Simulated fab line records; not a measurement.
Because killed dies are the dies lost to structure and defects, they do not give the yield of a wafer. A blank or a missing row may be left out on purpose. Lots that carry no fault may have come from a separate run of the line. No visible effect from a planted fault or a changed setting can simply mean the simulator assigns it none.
A struck lot beside a sound one || flow rit_cmos || 44 steps out of a route of 202
Sound: the wafers L816.4, L816.5, L816.6. Wafers L824.1, L824.4, L824.5 were the ones struck. The cause is given at the end.
Order at every step that has rows: each side's tool, ch and its chambers, its first start. Under that, the readings that differ: sound wafers || struck wafers || difference of the means || sigmas: that difference in standard deviations of wafers without a fault.
alike: a reading whose means differ by less than 2 such deviations, as well as words and numbers matching on both sides. not compared: withheld readings; readings where some wafer has no value; bounds like >300 that might hide an equal value; numbers whose values overlap and for which the record gives no deviation.
A row with sigmas, a row that says differs or no value, or rows on one side alone: a step with any of these is where the two part. When numbers do not overlap yet have no deviation, they are printed without sigmas and do not part them. A reading missing from all wafers of one side parts the sides only when that side holds two or more wafers.

first, 3 steps without rows for these wafers: RIT_REOX_CLEAN_01 (cleans in dHF, time 30 s); RIT_REOX_CLEAN_02 (cleans in SC2, time 600 s); RIT_REOX_OXIDATION_03 (target thk 25.2 nm, ox time 5580 s).
RIT_REOX_THK_MEAS_04:
  sound on film_metro-01, day 4 18:20; struck on film_metro-04, day 6 06:32
  alike: REOX_OXIDE_THK
then, 6 steps without rows for these wafers: RIT_NLDD_HMDS_00 (prime time 60 s); RIT_NLDD_COAT_01 (resist thk 1000 nm); RIT_NLDD_SOFTBAKE_02 (time 60 s); RIT_NLDD_EXPOSE_03 (exposes mask M7, target cd 40700 nm); RIT_NLDD_PEB_04; RIT_NLDD_DEVELOP_05 (develop time 50 s).
RIT_NLDD_OVL_MEAS_06:
  sound on overlay-02, day 4 19:26; struck on overlay-01, day 6 07:27
  alike: NLDD_OVL
then, 1 step without rows for these wafers: RIT_NLDD_HARDBAKE_07 (time 60 s).
RIT_NLDD_IMPLANT_08:
  sound on implanter-03 ch 0, day 4 19:41; struck on implanter-03 ch 0, day 6 07:38
{"reading": "beam_energy_keV", "sound": "19.995 19.992 19.992", "struck": "13.994 14.000 13.993", "difference": -5.997, "sigmas": "-99 or more"}
{"reading": "model.implant.rp_nm (nm)", "sound": "26.39 26.39 26.39", "struck": "21.88 21.88 21.88", "difference": -4.51, "sigmas": ""}
{"reading": "model.implant.drp_nm (nm)", "sound": "12.97 12.97 12.97", "struck": "10.46 10.46 10.46", "difference": -2.51, "sigmas": ""}
RIT_NLDD_STRIP_09: strips in O2, time 180 s.
  sound on plasma_asher-03 ch 0,1, day 4 19:49; struck on plasma_asher-03 ch 0,1, day 6 07:47
  alike: drypump_motor_current_A
  not compared: rf_hours_counter_h
RIT_NLDD_TW_MEAS_10:
  sound on film_metro-02, day 4 19:58; struck on film_metro-02, day 6 07:58
{"reading": "NLDD_TW", "sound": "2498 2484 2491", "struck": "2287 2262 2262", "difference": -221, "sigmas": -11}
then, 6 steps without rows for these wafers: RIT_PLDD_HMDS_00 (prime time 60 s); RIT_PLDD_COAT_01 (resist thk 1000 nm); RIT_PLDD_SOFTBAKE_02 (time 60 s); RIT_PLDD_EXPOSE_03 (exposes mask M8, target cd 40900 nm); RIT_PLDD_PEB_04; RIT_PLDD_DEVELOP_05 (develop time 50 s).
RIT_PLDD_OVL_MEAS_06:
  sound on overlay-01, day 4 21:06; struck on overlay-02, day 6 08:52
  alike: PLDD_OVL
then, 2 steps without rows for these wafers: RIT_PLDD_HARDBAKE_07 (time 60 s); RIT_PLDD_IMPLANT_08.
RIT_PLDD_STRIP_09: strips in O2, time 180 s.
  sound on plasma_asher-04 ch 0,1, day 4 21:29; struck on plasma_asher-04 ch 0,1, day 6 09:12
  alike: drypump_motor_current_A
  not compared: rf_hours_counter_h
RIT_PLDD_TW_MEAS_10:
  sound on film_metro-02, day 4 21:38; struck on film_metro-01, day 6 09:23
  alike: PLDD_TW
then, 4 steps without rows for these wafers: RIT_SPACER_CLEAN_00 (cleans in SC1, time 600 s); RIT_SPACER_CLEAN_01 (cleans in dHF, time 29.54 s); RIT_SPACER_CLEAN_02 (cleans in SC2, time 600 s); RIT_SPACER_CVD_03 (deposits Si3N4 from SiH2Cl2/NH3, target thk 250 nm, time 3300 s).
RIT_SPACER_THK_MEAS_04:
  sound on film_metro-02, day 5 02:23; struck on film_metro-03, day 6 19:07
  alike: SPACER_NITRIDE_THK
RIT_SPACER_ETCHBACK_05: etches Si3N4 in SF6/CHF3, stops on SiO2, target depth 250 nm, time 240 s.
  sound on rie_diel-01 ch 0,1, day 5 02:25; struck on rie_diel-03 ch 1,2, day 6 19:10
  alike: drypump_motor_current_A, oes_product_au, throttle_valve_pct
  not compared: rf_hours_counter_h
then, 6 steps without rows for these wafers: RIT_NSD_HMDS_00 (prime time 60 s); RIT_NSD_COAT_01 (resist thk 1000 nm); RIT_NSD_SOFTBAKE_02 (time 60 s); RIT_NSD_EXPOSE_03 (exposes mask M9, target cd 40700 nm); RIT_NSD_PEB_04; RIT_NSD_DEVELOP_05 (develop time 50 s).
RIT_NSD_OVL_MEAS_06:
  sound on overlay-01, day 5 03:26; struck on overlay-01, day 6 20:18
  alike: NSD_OVL
then, 2 steps without rows for these wafers: RIT_NSD_HARDBAKE_07 (time 60 s); RIT_NSD_IMPLANT_08.
RIT_NSD_STRIP_09: strips in O2, time 180 s.
  sound on plasma_asher-01 ch 0,1, day 5 03:49; struck on plasma_asher-01 ch 0,1, day 6 20:38
  alike: drypump_motor_current_A
  not compared: rf_hours_counter_h
RIT_SDANNEAL_RS_MEAS_07: measures by four-point-probe.
  sound on film_metro-02, day 5 06:26; struck on film_metro-03, day 6 23:17
{"reading": "NLDD_RS (ohm/sq)", "sound": "152.2 151.4 151.7", "struck": "157.4 157.6 157.7", "difference": "+5.8", "sigmas": "+10"}
RIT_M1_PROBE_99:
  sound on prober-02, day 5 13:38; struck on prober-02, day 7 06:19
  alike: killed_at_contacts, killed_at_front_end, killed_dies, killed_open, killed_short

== WHERE THEY PART ==
At RIT_NLDD_IMPLANT_08 first; at RIT_SDANNEAL_RS_MEAS_07 last (within this record only). Later steps at which nothing parts them and some readings are alike: RIT_M1_PROBE_99.

WHY: what had been put in by the simulator
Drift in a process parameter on implanter-03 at RIT_NLDD_IMPLANT_08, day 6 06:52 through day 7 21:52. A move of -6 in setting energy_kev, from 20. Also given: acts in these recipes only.
